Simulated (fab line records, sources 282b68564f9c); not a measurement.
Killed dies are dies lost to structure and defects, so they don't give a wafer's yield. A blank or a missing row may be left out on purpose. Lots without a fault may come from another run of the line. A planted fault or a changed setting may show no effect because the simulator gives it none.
A struck lot beside a sound one | flow rit_cmos | 20 steps out of a route of 202
Sound: wafers L555.4, L555.5, L555.6. Struck: wafer L560.5. The cause comes at the end.
At each step with rows: each side's tool, then ch and its chambers, then its first start. Under that, the readings that differ: sound wafers | struck wafers | difference of the means | sigmas: that difference in standard deviations of wafers without a fault.
alike: readings whose means differ by less than 2 such deviations, and words and numbers that are the same on both sides. not compared: withheld readings, readings that some wafer has no value for, bounds like >300 that may hide the same value, and numbers for which the record gives no deviation and whose values overlap.
The two part at a step that has a row with sigmas, a row that says differs or no value, or rows on one side only. Numbers that don't overlap but have no deviation are shown without sigmas and don't part them. A reading that every wafer of one side lacks parts them only if that side has two wafers or more.

RIT_CONTACT_CD_MEAS_08: target cd 1000 nm.
  sound on cd_sem-02, day 5 08:30; struck on cd_sem-02, day 6 13:06
  reading    | sound             | struck | difference | sigmas
  cd_nm (nm) | 999.3 997.9 996.7 | 1004.2 | +6.2       | +3
RIT_CONTACT_OVL_MEAS_09:
  sound on overlay-02, day 5 08:35; struck on overlay-01, day 6 13:10
  reading          | sound          | struck | difference | sigmas
  CONTACT_OVL (nm) | -3.4 -2.3 -0.9 | 1.1    | +3.3       | +2
then, 1 step without rows for these wafers: RIT_CONTACT_HARDBAKE_10 (time 60 s).
RIT_CONTACT_ETCH_11: etches SiO2 in CHF3/CF4/Ar, stops on TiSi2, target depth 480 nm, time 326.9 s.
  sound on rie_diel-01 ch 1,2, day 5 08:45; struck on rie_diel-01 ch 2, day 6 13:25
  alike: cf4_flow_sccm, drypump_motor_current_A, oes_product_au, throttle_valve_pct
  not compared: rf_hours_counter_h
RIT_CONTACT_STRIP_12: strips in O2, time 180 s.
  sound on plasma_asher-03 ch 0,1, day 5 09:00; struck on plasma_asher-04 ch 0, day 6 13:38
  alike: drypump_motor_current_A, rf_refl_power_W
  not compared: rf_hours_counter_h
RIT_CONTACT_CD_MEAS_90: target cd 1000 nm.
  sound on cd_sem-01, day 5 09:12; struck on cd_sem-02, day 6 13:46
  reading    | sound             | struck | difference | sigmas
  cd_nm (nm) | 999.4 996.8 996.3 | 1004.2 | +6.7       | +3
then, 2 steps without rows for these wafers: RIT_CONTACT_CLEAN_13 (cleans in SC1, time 600 s); RIT_CONTACT_CLEAN_14 (cleans in SC2, time 600 s).
RIT_M1_SPUTTER_00: material Al, target thk 400 nm, time 500 s.
  sound on pvd_sputter-02, day 5 09:37; struck on pvd_sputter-01, day 6 14:32
  reading                | sound                | struck | difference | sigmas
  cathode_dc_power_W (W) | 1999.7 2000.2 2000.3 | 1999.3 | -0.8       | -2
  alike: throttle_valve_pct
RIT_M1_RS_MEAS_01: measures by four-point-probe.
  sound on film_metro-02, day 5 09:58; struck on film_metro-04, day 6 14:46
  alike: M1_AL_RS
RIT_M1_THK_MEAS_02: measures by xrf.
  sound on film_metro-02, day 5 10:03; struck on film_metro-04, day 6 14:50
  reading        | sound       | struck | difference | sigmas
  M1_AL_THK (nm) | 396 397 401 | 410    | +12        | +2
then, 1 step without rows for these wafers: RIT_M1_HMDS_03 (prime time 60 s).
RIT_M1_COAT_04: resist thk 1300 nm.
  sound on litho_track-01 ch 0, day 5 10:19; struck on litho_track-01, day 6 15:07
  not compared: chill_plate_temp_C, dispense_pressure_kPa, exhaust_pa
then, 4 steps without rows for these wafers: RIT_M1_SOFTBAKE_05 (time 60 s); RIT_M1_EXPOSE_06 (exposes mask M12, target cd 2600 nm); RIT_M1_PEB_07; RIT_M1_DEVELOP_08 (develop time 65.48 s).
RIT_M1_CD_MEAS_09: target cd 2600 nm.
  sound on cd_sem-01, day 5 11:01; struck on cd_sem-01, day 6 15:57
  not compared: cd_nm
RIT_M1_OVL_MEAS_10:
  sound on overlay-01, day 5 11:06; struck on overlay-02, day 6 16:01
  not compared: M1_OVL
RIT_M1_PROBE_99:
  sound on prober-01, day 5 13:47; struck on prober-02, day 6 18:44
  reading            | sound   | struck | difference | sigmas
  killed_at_M0_to_M3 | 0 0 0   | 257    | +257       | +99 or more
  killed_dies        | 13 10 6 | 264    | +254       | +82
  killed_on_rim      | 3 2 0   | 70     | +68        | +49
  killed_open        | 9 7 4   | 2      | -5         | -2
  alike: killed_at_front_end, killed_short

WHERE THEY PART
First at RIT_CONTACT_CD_MEAS_08; last, within this record, at RIT_M1_PROBE_99.

WHY: what the simulator had put in
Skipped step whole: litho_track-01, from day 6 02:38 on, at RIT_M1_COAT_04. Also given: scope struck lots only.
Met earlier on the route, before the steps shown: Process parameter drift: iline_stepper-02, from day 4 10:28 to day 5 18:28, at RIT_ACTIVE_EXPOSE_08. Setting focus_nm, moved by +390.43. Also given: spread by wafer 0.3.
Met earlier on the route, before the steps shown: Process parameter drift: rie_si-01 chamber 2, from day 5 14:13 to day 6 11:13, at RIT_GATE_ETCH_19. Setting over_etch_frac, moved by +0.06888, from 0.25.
